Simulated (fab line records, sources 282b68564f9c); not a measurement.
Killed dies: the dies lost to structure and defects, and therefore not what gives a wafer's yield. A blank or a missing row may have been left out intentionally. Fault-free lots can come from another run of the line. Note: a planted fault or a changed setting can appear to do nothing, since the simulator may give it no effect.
Struck lot and sound lot, side by side -- flow rit-cmos -- 43 steps out of a route of 202
Sound: the wafers L366.2, L366.5, L366.6. Wafers struck: L370.2, L370.4, L370.5. The cause is named last.
Each step with rows lists, per side, the tool, then ch with its chambers, then its first start. Under that, the readings that differ: sound wafers -- struck wafers -- difference of the means -- sigmas: that difference in standard deviations of wafers without a fault.
alike: readings whose means differ by less than 2 such deviations, and words and numbers that are the same on both sides. not compared: withheld readings, readings that some wafer has no value for, bounds like >300 that may hide the same value, and numbers for which the record gives no deviation and whose values overlap.
The two part at a step that has a row with sigmas, a row that says differs or no value, or rows on one side only. When numbers do not overlap yet have no deviation, they are printed without sigmas and do not part them. Lack of a reading on every wafer of one side parts them only where that side has two or more wafers.

first, 3 steps without rows for these wafers: RIT_SDANNEAL_CLEAN_00 (cleans in SC1, time 600 s); RIT_SDANNEAL_CLEAN_01 (cleans in dHF, time 30 s); RIT_SDANNEAL_CLEAN_02 (cleans in SC2, time 600 s).
RIT_SDANNEAL_RTA_03: time 5 s.
  sound on rtp-anneal-02 ch 0, day 4 07:44; struck on rtp-anneal-02 ch 0, day 5 06:06
  alike: wafer_temp_C_max
RIT_SDANNEAL_RS_MEAS_04: uses a four-point probe to measure.
  sound on film-metro-03 at day 4 07:49; struck on film-metro-04 at day 5 06:10
  alike: PSD_RS
RIT_SDANNEAL_RS_MEAS_05: uses a four-point probe to measure.
  sound on film-metro-03 at day 4 07:56; struck on film-metro-04 at day 5 06:17
  alike: NSD_RS
RIT_SDANNEAL_RS_MEAS_06: uses a four-point probe to measure.
  sound on film-metro-03 at day 4 08:03; struck on film-metro-04 at day 5 06:25
reading,sound,struck,difference,sigmas
PLDD_RS (ohm/sq),178.8 179.0 178.7,178.0 177.9 177.7,-1.0,-2
RIT_SDANNEAL_RS_MEAS_07: uses a four-point probe to measure.
  sound on film-metro-03 at day 4 08:10; struck on film-metro-04 at day 5 06:32
  alike: NLDD_RS
then, 2 steps without rows for these wafers: RIT_SILICIDE_WET_ETCH_00 (etches SiO2 in BOE, target depth 14 nm, time 15 s); RIT_SILICIDE_SPUTTER_01 (material Ti, target thk 30 nm, time 240 s).
RIT_SILICIDE_RS_MEAS_02: uses a four-point probe to measure.
  sound on film-metro-03 at day 4 08:36; struck on film-metro-03 at day 5 06:49
  alike: SILICIDE_TI_RS
RIT_SILICIDE_THK_MEAS_03: measures by xrf.
  sound on film-metro-03 at day 4 08:43; struck on film-metro-03 at day 5 06:55
  alike: SILICIDE_TI_THK
RIT_SILICIDE_RTA_04: time 10 s, ramp up 5 s, ramp down 5 s.
  sound on rtp-anneal-01 ch 0, day 4 08:46; struck on rtp-anneal-01 ch 0, day 5 06:59
  alike: wafer_temp_C_max
then, 1 step without rows for these wafers: RIT_SILICIDE_WET_ETCH_05 (etches Ti in SPM, time 120 s).
RIT_SILICIDE_RTA_06: time 10 s, ramp up 5 s, ramp down 10 s.
  sound on rtp-anneal-02 ch 0, day 4 08:53; struck on rtp-anneal-02 ch 0, day 5 07:05
  alike: wafer_temp_C_max
RIT_CONTACT_CVD_00: deposits SiO2 from TEOS, target thk 400 nm, time 61 s.
  sound on pecvd-04 ch 0,2, day 4 08:56; struck on pecvd-03 ch 0,1, day 5 07:08
  alike: heater-power-w
RIT_CONTACT_THK_MEAS_01:
  sound on film-metro-02 at day 4 09:01; struck on film-metro-02 at day 5 07:12
  alike: CONTACT_TEOS_THK
then, 6 steps without rows for these wafers: RIT_CONTACT_HMDS_02 (prime time 60 s); RIT_CONTACT_COAT_03 (resist thk 1000 nm); RIT_CONTACT_SOFTBAKE_04 (time 60 s); RIT_CONTACT_EXPOSE_05 (exposes mask M11, target cd 1000 nm); RIT_CONTACT_PEB_06; RIT_CONTACT_DEVELOP_07 (develop time 120 s).
RIT_CONTACT_CD_MEAS_08: target cd 1000 nm.
  sound on cd-sem-02 at day 4 10:11; struck on cd-sem-02 at day 5 08:18
  alike: cd-nm
RIT_CONTACT_OVL_MEAS_09:
  sound on overlay-01 at day 4 10:17; struck on overlay-02 at day 5 08:24
  alike: CONTACT_OVL
then, 1 step without rows for these wafers: RIT_CONTACT_HARDBAKE_10 (time 60 s).
RIT_CONTACT_ETCH_11: etches SiO2 in CHF3/CF4/Ar, stops on TiSi2, target depth 480 nm, time 320 s.
  sound on rie-diel-01 ch 0,1,3, day 4 10:31; struck on rie-diel-04 ch 0,1,3, day 5 08:35
  alike: drypump-motor-current-A, mfc-ar-sccm, oes-product-au, throttle-valve-pct
  not compared: rf-hours-counter-h
then, 1 step without rows for these wafers: RIT_CONTACT_STRIP_12 (strips in O2, time 180 s).
RIT_CONTACT_CD_MEAS_90: target cd 1000 nm.
  sound on cd-sem-02 at day 4 10:55; struck on cd-sem-02 at day 5 08:58
  alike: cd-nm
then, 2 steps without rows for these wafers: RIT_CONTACT_CLEAN_13 (cleans in SC1, time 600 s); RIT_CONTACT_CLEAN_14 (cleans in SC2, time 600 s).
RIT_M1_SPUTTER_00: material Al, target thk 400 nm, time 500 s.
  sound on pvd-sputter-04 at day 4 11:23; struck on pvd-sputter-04 at day 5 09:28
  alike: throttle-valve-pct
RIT_M1_RS_MEAS_01: uses a four-point probe to measure.
  sound on film-metro-04 at day 4 11:41; struck on film-metro-03 at day 5 09:46
  alike: M1_AL_RS
RIT_M1_THK_MEAS_02: measures by xrf.
  sound on film-metro-04 at day 4 11:48; struck on film-metro-03 at day 5 09:53
  alike: M1_AL_THK
then, 6 steps without rows for these wafers: RIT_M1_HMDS_03 (prime time 60 s); RIT_M1_COAT_04 (resist thk 1300 nm); RIT_M1_SOFTBAKE_05 (time 60 s); RIT_M1_EXPOSE_06 (exposes mask M12, target cd 2600 nm); RIT_M1_PEB_07; RIT_M1_DEVELOP_08 (develop time 68.94 s).
RIT_M1_CD_MEAS_09: target cd 2600 nm.
  sound on cd-sem-01 at day 4 12:53; struck on cd-sem-01 at day 5 10:58
  alike: cd-nm
RIT_M1_OVL_MEAS_10:
  sound on overlay-02 at day 4 12:59; struck on overlay-02 at day 5 11:04
  alike: M1_OVL
RIT_M1_PROBE_99:
  sound on prober-02 at day 4 15:34; struck on prober-02 at day 5 14:10
reading,sound,struck,difference,sigmas
model.etest.npoly-line.line-ohm-um,169.8 176.2 168.5,208.7 210.7 208.7,+37.9,
model.etest.ppoly-line.line-ohm-um,161.5 167.9 162.6,199.5 198.2 199.7,+35.1,
model.etest.contact-nplus.end-ohm-um,42.27 42.39 41.43,32.31 33.03 33.59,-9.05,
model.etest.contact-pplus.end-ohm-um,44.56 44.99 45.13,35.21 35.02 35.07,-9.79,
model.etest.ppoly-line.width-nm (nm),101.4 99.13 103.7,110.5 110.1 110.6,+9.0,
model.etest.npoly-line.width-nm (nm),101.5 98.94 102,109.3 108.6 109.6,+8.4,
model.etest.npoly-line.rs-ohm-sq,16.86 17.11 17.02,23.18 23.08 23.12,+6.13,
model.etest.ppoly-line.rs-ohm-sq,16.6 16.71 16.82,21.94 22.08 22.09,+5.33,
  alike: killed-at-contacts, killed-at-front-end, killed-dies, killed-open, killed-short

== WHERE THEY PART ==
RIT_SDANNEAL_RS_MEAS_06 only, going by this record. Later steps at which nothing parts them and some readings are alike: RIT_SDANNEAL_RS_MEAS_07, RIT_SILICIDE_RS_MEAS_02, RIT_SILICIDE_THK_MEAS_03, RIT_SILICIDE_RTA_04, RIT_SILICIDE_RTA_06, RIT_CONTACT_CVD_00, RIT_CONTACT_THK_MEAS_01, RIT_CONTACT_CD_MEAS_08, RIT_CONTACT_OVL_MEAS_09, RIT_CONTACT_ETCH_11, RIT_CONTACT_CD_MEAS_90, RIT_M1_SPUTTER_00, RIT_M1_RS_MEAS_01, RIT_M1_THK_MEAS_02, RIT_M1_CD_MEAS_09, RIT_M1_OVL_MEAS_10, RIT_M1_PROBE_99.

WHY: whatever the simulator had introduced
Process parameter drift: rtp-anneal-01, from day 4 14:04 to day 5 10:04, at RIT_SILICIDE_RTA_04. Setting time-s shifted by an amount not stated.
